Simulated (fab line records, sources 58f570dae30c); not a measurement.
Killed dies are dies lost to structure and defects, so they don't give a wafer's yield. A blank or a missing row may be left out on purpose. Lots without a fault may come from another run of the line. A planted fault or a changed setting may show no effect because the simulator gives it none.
Which tool did it? | flow berkeley_cmos170 | 12 lots, 36 wafers sampled, at 4 steps of a route of 331

WHAT THE GAUGES READ, wafer by wafer
UCB170_SACOX_THK_MEAS_02. Usual: SACOX_OXIDE_THK 14.46 nm, standard deviation 0.28.
lot  | measured    | on            | SACOX_OXIDE_THK (nm) | flag
L489 | day 5 06:05 | film_metro-03 | 14.71 14.71 14.69    |
L491 | day 5 06:06 | film_metro-01 | 14.67 14.87 14.70    |
L490 | day 5 06:10 | film_metro-03 | 14.43 14.62 14.82    |
L492 | day 5 14:50 | film_metro-03 | 14.16 14.19 14.21    |
L497 | day 6 14:18 | film_metro-01 | 14.42 14.71 14.81    |
L495 | day 6 14:19 | film_metro-02 | 14.31 14.30 14.60    |
L496 | day 6 14:23 | film_metro-02 | 14.49 14.90 14.76    |
L502 | day 8 01:09 | film_metro-03 | 14.57 14.38 14.31    |
L504 | day 8 03:48 | film_metro-01 | 14.38 14.64 14.49    |
L508 | day 9 03:33 | film_metro-03 | 14.01 13.99 14.11    |
L510 | day 9 09:06 | film_metro-03 | 14.59 14.73 14.61    |
L511 | day 9 15:52 | film_metro-02 | 14.56 14.43 14.43    |

UCB170_M3_BOW_MEAS_20. Usual: M3_BOW 35 um, standard deviation 6.8.
lot  | measured     | on            | M3_BOW (um) | flag
L489 | day 8 03:58  | film_metro-04 | 35 30 48    |
L491 | day 8 03:05  | film_metro-04 | 41 29 51    |
L490 | day 8 03:59  | film_metro-03 | 26 33 38    |
L492 | day 8 11:40  | film_metro-04 | 32 35 35    |
L497 | day 9 14:14  | film_metro-02 | 34 36 29    |
L495 | day 9 15:10  | film_metro-03 | 40 31 31    |
L496 | day 9 13:55  | film_metro-02 | 31 32 40    |
L502 | day 10 21:53 | film_metro-04 | 44 36 26    |
L504 | day 10 21:39 | film_metro-03 | 39 39 38    |
L508 | day 12 02:00 | film_metro-04 | 26 38 41    |
L510 | day 11 20:35 | film_metro-03 | 34 35 31    |
L511 | day 12 09:50 | film_metro-03 | 32 46 35    |

WHICH TOOL RAN EACH LOT (tool, then ch and the chambers of the sampled wafers, then the start)
lot  | UCB170_PLDD_IMPLANT_08          | UCB170_SDANNEAL_RTA_01
L489 | implanter-03 ch 0, day 6 06:17  | rtp_anneal-02 ch 0, day 6 21:10
L491 | implanter-02 ch 0, day 6 09:58  | rtp_anneal-01 ch 0, day 6 20:58
L490 | implanter-02 ch 0, day 6 07:19  | rtp_anneal-02 ch 0, day 6 20:57
L492 | implanter-02 ch 0, day 6 14:12  | rtp_anneal-02 ch 0, day 7 09:25
L497 | implanter-03 ch 0, day 7 18:47  | rtp_anneal-02 ch 0, day 8 12:08
L495 | implanter-02 ch 0, day 7 19:04  | rtp_anneal-01 ch 0, day 8 11:52
L496 | implanter-02 ch 0, day 7 18:44  | rtp_anneal-01 ch 0, day 8 12:10
L502 | implanter-03 ch 0, day 9 08:11  | rtp_anneal-01 ch 0, day 9 20:16
L504 | implanter-03 ch 0, day 9 07:44  | rtp_anneal-01 ch 0, day 9 19:46
L508 | implanter-02 ch 0, day 10 08:33 | rtp_anneal-02 ch 0, day 10 20:43
L510 | implanter-02 ch 0, day 10 09:08 | rtp_anneal-02 ch 0, day 10 20:31
L511 | implanter-02 ch 0, day 10 21:17 | rtp_anneal-02 ch 0, day 11 08:11
- UCB170_PLDD_IMPLANT_08
- UCB170_SDANNEAL_RTA_01: time 5 s.

WHAT THE TOOLS THEMSELVES READ (means of the sampled wafers that have a number; where no wafer has one, the mark that the record gives instead)
UCB170_PLDD_IMPLANT_08. Usual: tilt_deg 6.996 degrees, standard deviation 0.02.
lot  | tool         | tilt_deg (degrees) | flag
L489 | implanter-03 | 7.016              |
L491 | implanter-02 | 6.993              |
L490 | implanter-02 | 6.980              |
L492 | implanter-02 | 7.014              |
L497 | implanter-03 | 7.003              |
L495 | implanter-02 | 7.007              |
L496 | implanter-02 | 7.019              |
L502 | implanter-03 | 6.752              | OFF
L504 | implanter-03 | 6.738              | OFF
L508 | implanter-02 | 7.001              |
L510 | implanter-02 | 6.986              |
L511 | implanter-02 | 7.013              |

UCB170_SDANNEAL_RTA_01. Usual: lamp_power_pct 38.0 %, standard deviation 1.8; wafer_temp_C_max 1054.2, standard deviation 1.1.
lot  | tool          | lamp_power_pct (%) | wafer_temp_C_max | flag
L489 | rtp_anneal-02 | 36.2               | 1055.1           |
L491 | rtp_anneal-01 | 39.7               | 1053.6           |
L490 | rtp_anneal-02 | 36.2               | 1054.3           |
L492 | rtp_anneal-02 | 36.2               | 1055.4           |
L497 | rtp_anneal-02 | 36.2               | 1054.0           |
L495 | rtp_anneal-01 | 39.8               | 1053.4           |
L496 | rtp_anneal-01 | 39.8               | 1053.7           |
L502 | rtp_anneal-01 | 39.7               | 1053.4           |
L504 | rtp_anneal-01 | 39.8               | 1054.3           |
L508 | rtp_anneal-02 | 36.2               | 1054.5           |
L510 | rtp_anneal-02 | 36.2               | 1054.5           |
L511 | rtp_anneal-02 | 36.2               | 1056.0           |

THE ANSWER, worked out from the rows above alone
Rule: a lot is off if the mean of its wafers that have a number lies more than 3 standard deviations from the usual mean. A lot without any number at a reading at which 4 lots or more have one is off too. The other lots that the step has rows for count as sound. The gauges are gone through in route order, then the tools' own readings, and for those a lot's mean is taken as printed above. The first step at which some lot is off is used, and at that step the reading that is off furthest; a lot without a number counts as furthest.
Off: L502, L504, at UCB170_PLDD_IMPLANT_08 (tilt_deg).
A tool fits if, at that step or a process step before it, it ran every lot that is off, and no sound lot after the first of them. One fits: implanter-03 at UCB170_PLDD_IMPLANT_08. Its last sound lot is L497 (day 7 18:47), its first lot that is off L504 (day 9 07:44): a fault that began between those two fits.
The tool's own readings at UCB170_PLDD_IMPLANT_08 bear it out: on the lots that are off they differ by more than 5 times the standard deviation of the sound lots' means. tilt_deg reads 6.745 degrees there against 7.003 degrees on the sound lots.

WHAT THE SIMULATOR HAD PUT IN
Process parameter drift: implanter-03, from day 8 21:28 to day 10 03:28, at UCB170_PLDD_IMPLANT_08. Setting tilt_deg, moved by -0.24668, from 7. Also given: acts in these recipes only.
Lots struck among those shown: L502, L504. The rule above found the same.
